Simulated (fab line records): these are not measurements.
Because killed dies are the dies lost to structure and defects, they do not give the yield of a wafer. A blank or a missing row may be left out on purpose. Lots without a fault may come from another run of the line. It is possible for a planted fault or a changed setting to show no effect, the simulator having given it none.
Which tool is to blame? -- flow berkeley cmos170 -- 14 lots, 42 wafers sampled, at 5 steps of a route of 331

WHAT THE GAUGES SHOWED, per wafer
UCB170_M3_CD_MEAS_15 targets a cd of 700 nm. Usual: cd nm 699.4 nm, standard deviation 1.6.
lot,measured,on,cd nm (nm),flag
L676,day 9 09:22,cd sem-01,698.9 699.0 699.1,
L675,day 9 14:23,cd sem-02,699.9 699.7 699.7,
L677,day 10 08:43,cd sem-01,699.7 700.0 700.9,
L679,day 10 10:00,cd sem-01,699.8 699.4 700.1,
L678,day 10 09:25,cd sem-02,701.1 699.7 701.0,
L683,day 11 10:58,cd sem-01,701.1 700.1 701.4,
L688,day 12 00:49,cd sem-02,701.3 700.6 701.4,
L687,day 12 01:01,cd sem-01,695.8 696.0,
L685,day 12 05:10,cd sem-02,699.4 699.4,
L689,day 12 04:36,cd sem-02,698.5 699.6 698.4,
L690,day 12 04:53,cd sem-02,697.8 698.4 696.5,
L691,day 13 10:04,cd sem-02,699.5 699.4 700.2,
L693,day 13 12:05,cd sem-02,698.3 698.0 698.3,
L697,day 13 13:29,cd sem-02,697.1 699.7 698.4,

WHICH TOOL RAN EACH LOT (tool, then ch and the chambers of the sampled wafers, then the start)
lot,UCB170_M1_STRIP_13,UCB170_V1_CMP_02,UCB170_V2_ETCH_14,UCB170_V2_STRIP_15
L676,"plasma asher-01 ch 0,1, day 8 17:41","cmp-01 ch 0,1,2, day 8 19:28","rie diel-02 ch 2,3, day 9 02:38","plasma asher-03 ch 0,1, day 9 02:49"
L675,"plasma asher-01 ch 0,1, day 8 20:44","cmp-02 ch 0,2,3, day 8 22:34","rie diel-02 ch 2,3, day 9 09:53","plasma asher-03 ch 0,1, day 9 10:05"
L677,"plasma asher-03 ch 0,1, day 9 16:15","cmp-01 ch 0,1, day 9 18:01","rie diel-01 ch 2,3, day 10 04:12","plasma asher-02 ch 1, day 10 04:23"
L679,"plasma asher-03 ch 0,1, day 9 17:14","cmp-02 ch 1,2,3, day 9 19:27","rie diel-02 ch 1,2, day 10 05:51","plasma asher-02 ch 0,1, day 10 06:04"
L678,"plasma asher-01 ch 0,1, day 9 17:19","cmp-01 ch 0,2,3, day 9 19:21","rie diel-04 ch 1,2, day 10 05:22","plasma asher-03 ch 0,1, day 10 05:33"
L683,"plasma asher-02 ch 0,1, day 10 14:54","cmp-02 ch 2,3, day 10 17:18","rie diel-01 ch 0,1,3, day 11 08:10","plasma asher-04 ch 1, day 11 08:20"
L688,"plasma asher-01 ch 0,1, day 11 07:47","cmp-01 ch 0,1,2, day 11 10:57","rie diel-02 ch 0,1,2, day 11 19:44","plasma asher-04 ch 0,1, day 11 19:55"
L687,"plasma asher-02 ch 0, day 11 08:04","cmp-02 ch 1,2,3, day 11 10:47","rie diel-04 ch 0,1,3, day 11 19:57","plasma asher-02 ch 0,1, day 11 20:08"
L685,"plasma asher-02 ch 0,1, day 11 09:02","cmp-01 ch 1,3, day 11 12:05","rie diel-04 ch 0,1,3, day 12 02:26","plasma asher-04 ch 0,1, day 12 02:37"
L689,"plasma asher-01 ch 0,1, day 11 09:09","cmp-02 ch 2,3, day 11 12:02","rie diel-02 ch 0,2, day 12 01:29","plasma asher-04 ch 0,1, day 12 01:39"
L690,"plasma asher-02 ch 0,1, day 11 09:29","cmp-01 ch 2,3, day 11 12:20","rie diel-01 ch 0,2,3, day 12 02:18","plasma asher-02 ch 0,1, day 12 02:29"
L691,"plasma asher-01 ch 0,1, day 11 21:51","cmp-02 ch 0,2,3, day 12 18:46","rie diel-01 ch 1,2,3, day 13 07:29","plasma asher-02 ch 0,1, day 13 07:40"
L693,"plasma asher-02 ch 0,1, day 11 22:53","cmp-02 ch 0,1,3, day 12 19:07","rie diel-01 ch 1,2,3, day 13 08:53","plasma asher-04 ch 0,1, day 13 09:06"
L697,"plasma asher-02 ch 0,1, day 12 20:37","cmp-02 ch 1,2,3, day 12 23:21","rie diel-02 ch 1,2,3, day 13 09:29","plasma asher-02 ch 0,1, day 13 09:40"
- UCB170_M1_STRIP_13: strips in O2.
- UCB170_V1_CMP_02: polishes SiO2.
- UCB170_V2_ETCH_14: etches SiO2 in CHF3/CF4/Ar, stops on Al, target depth 1250 nm, time 291 s.
- UCB170_V2_STRIP_15: strips in O2.

AS READ BY THE TOOLS THEMSELVES (means over the sampled wafers that have a number; for cases with no such wafer, the mark the record gives instead)
UCB170_M1_STRIP_13. Usual: drypump motor current A 5.8 A, standard deviation 0.32; oes product au 0.721 a.u., standard deviation 0.0046.
lot,tool,drypump motor current A (A),oes product au (a.u.),flag
L676,plasma asher-01,5.6,0.721,
L675,plasma asher-01,5.5,0.716,
L677,plasma asher-03,6.1,0.724,
L679,plasma asher-03,6.0,0.720,
L678,plasma asher-01,5.5,0.724,
L683,plasma asher-02,6.0,0.714,
L688,plasma asher-01,5.5,0.721,
L687,plasma asher-02,5.9,0.722,
L685,plasma asher-02,6.0,0.716,
L689,plasma asher-01,5.4,0.718,
L690,plasma asher-02,6.0,0.720,
L691,plasma asher-01,5.6,0.720,
L693,plasma asher-02,6.0,0.721,
L697,plasma asher-02,6.0,0.722,

UCB170_V1_CMP_02. Usual: motor current A 16.8 A, standard deviation 1.8; platen rpm 60.00 rpm, standard deviation 0.041; retaining ring pressure frac 1.000, standard deviation 0.005.
lot,tool,motor current A (A),platen rpm (rpm),retaining ring pressure frac,flag
L676,cmp-01,16.0,60.00,1.000,
L675,cmp-02,18.6,59.99,1.001,
L677,cmp-01,17.5,60.00,1.000,
L679,cmp-02,16.9,60.01,1.001,
L678,cmp-01,15.6,59.98,1.000,
L683,cmp-02,18.0,59.99,1.000,
L688,cmp-01,15.7,59.98,0.994,
L687,cmp-02,16.7,59.96,1.000,
L685,cmp-01,17.4,60.04,0.998,
L689,cmp-02,18.4,59.97,0.998,
L690,cmp-01,16.7,60.05,0.999,
L691,cmp-02,17.4,60.02,0.997,
L693,cmp-02,16.5,59.95,0.998,
L697,cmp-02,17.1,59.97,1.001,

UCB170_V2_ETCH_14. Usual: CHF3_flow_sccm 44.99 sccm, standard deviation 0.15; cf4 flow sccm 15.00 sccm, standard deviation 0.044; drypump motor current A 5.7 A, standard deviation 0.35; oes product au 0.877 a.u., standard deviation 0.015; throttle valve pct 6.95 %, standard deviation 0.1.
lot,tool,CHF3_flow_sccm (sccm),cf4 flow sccm (sccm),drypump motor current A (A),oes product au (a.u.),throttle valve pct (%),flag
L676,rie diel-02,45.22,15.01,5.6,0.871,6.99,
L675,rie diel-02,45.12,15.01,5.6,0.871,7.01,
L677,rie diel-01,44.80,14.93,6.3,0.866,6.97,
L679,rie diel-02,45.07,14.96,5.7,0.854,7.06,
L678,rie diel-04,44.98,15.04,5.7,0.880,6.91,
L683,rie diel-01,45.04,15.00,5.9,0.877,7.02,
L688,rie diel-02,44.81,14.99,5.4,0.871,6.96,
L687,rie diel-04,45.04,15.02,5.7,0.823,6.96,OFF
L685,rie diel-04,44.89,15.02,5.7,0.811,6.95,OFF
L689,rie diel-02,45.16,15.00,5.3,0.874,6.98,
L690,rie diel-01,45.02,14.99,6.0,0.870,6.96,
L691,rie diel-01,45.04,15.01,6.1,0.880,7.04,
L693,rie diel-01,44.83,15.02,6.1,0.875,7.04,
L697,rie diel-02,45.04,14.99,5.7,0.876,6.97,

UCB170_V2_STRIP_15. Usual: drypump motor current A 5.8 A, standard deviation 0.33; oes product au 0.722 a.u., standard deviation 0.0048; strip time to endpoint s 15.16 s, standard deviation 0.096.
lot,tool,drypump motor current A (A),oes product au (a.u.),strip time to endpoint s (s),flag
L676,plasma asher-03,5.8,0.723,15.17,
L675,plasma asher-03,6.1,0.722,15.21,
L677,plasma asher-02,6.1,0.725,15.10,
L679,plasma asher-02,6.0,0.723,15.18,
L678,plasma asher-03,6.1,0.717,15.10,
L683,plasma asher-04,5.5,0.722,15.14,
L688,plasma asher-04,5.5,0.722,15.23,
L687,plasma asher-02,6.0,0.728,16.30,OFF
L685,plasma asher-04,5.4,0.726,16.16,OFF
L689,plasma asher-04,5.4,0.717,15.09,
L690,plasma asher-02,6.1,0.728,15.00,
L691,plasma asher-02,6.0,0.720,15.02,
L693,plasma asher-04,5.4,0.719,15.07,
L697,plasma asher-02,6.0,0.722,15.20,

THE ANSWER, worked out from the rows above alone
Rule: a lot is off if the mean of its wafers that have a number lies more than 3 standard deviations from the usual mean. Also off: a lot with no number at a reading for which 4 or more lots have one. Any other lot the step has rows for is counted as sound. Order of review: gauges by route order, followed by the tools' own readings, for which a lot's mean as printed above is used. At the first step where some lot is off, the reading lying furthest off is the one used; lots without a number count as furthest.
Off: L687, L685 (UCB170_V2_ETCH_14, oes product au).
A tool fits if, at that step or a process step before it, it ran every lot that is off, and no sound lot after the first of them. One fits: UCB170_V2_ETCH_14 on rie diel-04. Its last sound lot is L678 (day 10 05:22), its first lot that is off L687 (day 11 19:57): a fault that began between those two fits.
On the lots that are off, the tool's own readings at UCB170_V2_ETCH_14 differ by more than 5 times the standard deviation of the sound lots' means, which bears it out; oes product au reads 0.817 a.u. there versus 0.872 a.u. on the sound lots.

WHAT THE SIMULATOR HAD PUT IN
rie diel-04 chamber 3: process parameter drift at UCB170_V2_ETCH_14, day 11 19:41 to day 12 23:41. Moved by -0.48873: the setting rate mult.
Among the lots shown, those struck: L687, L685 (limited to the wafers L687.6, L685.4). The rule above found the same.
